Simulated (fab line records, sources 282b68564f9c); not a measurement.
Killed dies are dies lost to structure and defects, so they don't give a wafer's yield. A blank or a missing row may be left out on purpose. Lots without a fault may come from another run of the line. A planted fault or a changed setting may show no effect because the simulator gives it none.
A struck lot beside a sound one | flow rit_cmos | 28 steps out of a route of 202
Sound: wafers L324.1, L324.2, L324.5. Struck: wafers L342.2, L342.4, L342.6. The cause comes at the end.
At each step with rows: each side's tool, then ch and its chambers, then its first start. Under that, the readings that differ: sound wafers | struck wafers | difference of the means | sigmas: that difference in standard deviations of wafers without a fault.
alike: readings whose means differ by less than 2 such deviations, and words and numbers that are the same on both sides. not compared: withheld readings, readings that some wafer has no value for, bounds like >300 that may hide the same value, and numbers for which the record gives no deviation and whose values overlap.
The two part at a step that has a row with sigmas, a row that says differs or no value, or rows on one side only. Numbers that don't overlap but have no deviation are shown without sigmas and don't part them. A reading that every wafer of one side lacks parts them only if that side has two wafers or more.

RIT_ACTIVE_BOW_MEAS_00:
  sound on film_metro-01, day 2 01:00; struck on film_metro-01, day 5 19:01
  alike: INCOMING_BOW
RIT_ACTIVE_OXIDATION_01: target thk 46.8 nm, ox time 3360 s.
  sound on furnace-01 ch 0, day 2 01:07; struck on furnace-02 ch 0, day 5 19:07
  reading                                       | sound                | struck               | difference | sigmas
  spike_tc_centre_C (C)                         | 1003.1 1003.1 1003.3 | 963.1 963.3 962.8    | -40.1      | -36
  spike_tc_load_C (C)                           | 1027.5 1029.1 1029.0 | 986.1 987.0 984.5    | -42.7      | -24
  spike_tc_source_C (C)                         | 1030.5 1031.7 1031.0 | 990.2 990.3 991.0    | -40.6      | -18
  tube_center_temp_C (C)                        | 1000.0 1000.1 999.98 | 959.86 959.88 959.80 | -40.18     | -99 or more
  tube_center_temp_C_max                        | 1002.7 1002.1 1002.9 | 962.3 962.0 962.1    | -40.4      | -84
  model.SiO2_of_ACTIVE_OXIDATION_01.thk_nm (nm) | 46.81 46.09 46.22    | 33.67 33.56 33.22    | -12.89     |
RIT_ACTIVE_THK_MEAS_02:
  sound on film_metro-04, day 2 03:03; struck on film_metro-02, day 5 21:04
  reading               | sound          | struck         | difference | sigmas
  ACTIVE_OXIDE_THK (nm) | 46.8 46.1 46.2 | 33.7 33.6 33.2 | -12.9      | -15
then, 1 step without rows for these wafers: RIT_ACTIVE_CVD_03 (deposits Si3N4 from SiH2Cl2/NH3, target thk 150 nm, time 1500 s).
RIT_ACTIVE_THK_MEAS_04:
  sound on film_metro-04, day 2 04:32; struck on film_metro-04, day 5 22:32
  alike: ACTIVE_NITRIDE_THK
then, 6 steps without rows for these wafers: RIT_ACTIVE_HMDS_05 (prime time 60 s); RIT_ACTIVE_COAT_06 (resist thk 1000 nm); RIT_ACTIVE_SOFTBAKE_07 (time 60 s); RIT_ACTIVE_EXPOSE_08 (exposes mask M1, target cd 1400 nm); RIT_ACTIVE_PEB_09; RIT_ACTIVE_DEVELOP_10 (develop time 50 s).
RIT_ACTIVE_CD_MEAS_11: target cd 1400 nm.
  sound on cd_sem-02, day 2 05:44; struck on cd_sem-02, day 5 23:28
  reading    | sound                | struck               | difference | sigmas
  cd_nm (nm) | 1401.5 1403.0 1403.7 | 1394.0 1397.1 1397.2 | -6.6       | -3
then, 1 step without rows for these wafers: RIT_ACTIVE_HARDBAKE_12 (time 60 s).
RIT_ACTIVE_ETCH_13: etches Si3N4 in SF6, stops on SiO2, time 210 s, target depth 210 nm.
  sound on rie_diel-03 ch 0,2, day 2 06:00; struck on rie_diel-03 ch 0,2, day 5 23:43
  alike: drypump_motor_current_A, oes_product_au, throttle_valve_pct
  not compared: rf_hours_counter_h
RIT_ACTIVE_STRIP_14: strips in O2, time 180 s.
  sound on plasma_asher-01 ch 0,1, day 2 06:08; struck on plasma_asher-01 ch 0,1, day 5 23:50
  alike: drypump_motor_current_A, o2_flow_sccm
  not compared: rf_hours_counter_h
RIT_ACTIVE_CD_MEAS_90: target cd 1400 nm.
  sound on cd_sem-02, day 2 06:18; struck on cd_sem-02, day 6 00:02
  reading    | sound                | struck               | difference | sigmas
  cd_nm (nm) | 1401.3 1402.9 1403.7 | 1393.2 1397.3 1397.0 | -6.8       | -3
then, 4 steps without rows for these wafers: RIT_ACTIVE_CLEAN_15 (cleans in SC1, time 600 s); RIT_ACTIVE_CLEAN_16 (cleans in dHF, time 30 s); RIT_ACTIVE_CLEAN_17 (cleans in SC2, time 600 s); RIT_FOX1_OXIDATION_00 (target thk 350.7 nm, ox time 1130 s).
RIT_FOX1_THK_MEAS_01:
  sound on film_metro-02, day 2 08:28; struck on film_metro-04, day 6 01:50
  alike: FOX1_OXIDE_THK
then, 2 steps without rows for these wafers: RIT_FOX1_WET_ETCH_02 (etches SiO2 in BOE, target depth 350 nm, time 390 s); RIT_FOX2_OXIDATION_00 (target thk 350.7 nm, ox time 1130 s).
RIT_FOX2_THK_MEAS_01:
  sound on film_metro-02, day 2 10:18; struck on film_metro-03, day 6 03:20
  alike: FOX2_OXIDE_THK
then, 1 step without rows for these wafers: RIT_FOX2_CLEAN_02 (cleans in dHF, time 180 s).
RIT_FOX2_WET_ETCH_03: etches Si3N4 in H3PO4, target depth 195 nm, time 2700 s.
  sound on wet_bench-04 ch 1, day 2 10:25; struck on wet_bench-01 ch 3, day 6 03:27
  reading                                       | sound             | struck          | difference | sigmas
  model.SiO2_of_ACTIVE_OXIDATION_01.thk_nm (nm) | 41.51 39.53 40.97 | 28.64 29.9 29.6 | -11.29     |
  alike: temp_c
RIT_FOX2_THK_MEAS_90:
  sound on film_metro-02, day 2 11:11; struck on film_metro-02, day 6 04:13
  alike: FIELD_OXIDE_LEFT_1_THK
RIT_M1_PROBE_99:
  sound on prober-02, day 4 02:15; struck on prober-01, day 7 17:25
  reading                             | sound             | struck            | difference | sigmas
  model.etest.pldd.width_nm (nm)      | 3177 3197 3181    | 3300 3291 3287    | +108       |
  model.etest.nldd.width_nm (nm)      | 3186 3188 3185    | 3275 3292 3277    | +95        |
  model.etest.nplus_sal.width_nm (nm) | 3431 3460 3438    | 3524 3532 3532    | +86        |
  model.etest.pplus_sal.width_nm (nm) | 3426 3447 3436    | 3498 3515 3520    | +75        |
  model.etest.nmos_narrow.drive_ua_um | 244.1 238 238.6   | 262.3 267.8 258.7 | +22.7      |
  model.etest.pmos_narrow.drive_ua_um | 106.6 103.9 105.2 | 116.8 120.4 114.9 | +12.1      |
  alike: killed_at_front_end, killed_dies, killed_open, killed_short
  not compared: model.etest.nmos_0p3.r_on_ohm_um, model.etest.nmos_0p3.drive_ua_um

WHERE THEY PART
First at RIT_ACTIVE_OXIDATION_01; last, within this record, at RIT_ACTIVE_CD_MEAS_90. Later steps at which nothing parts them and some readings are alike: RIT_FOX1_THK_MEAS_01, RIT_FOX2_THK_MEAS_01, RIT_FOX2_WET_ETCH_03, RIT_FOX2_THK_MEAS_90, RIT_M1_PROBE_99.

WHY: what the simulator had put in
Process parameter drift: furnace-02, from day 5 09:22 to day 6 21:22, at RIT_ACTIVE_OXIDATION_01. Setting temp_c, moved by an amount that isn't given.
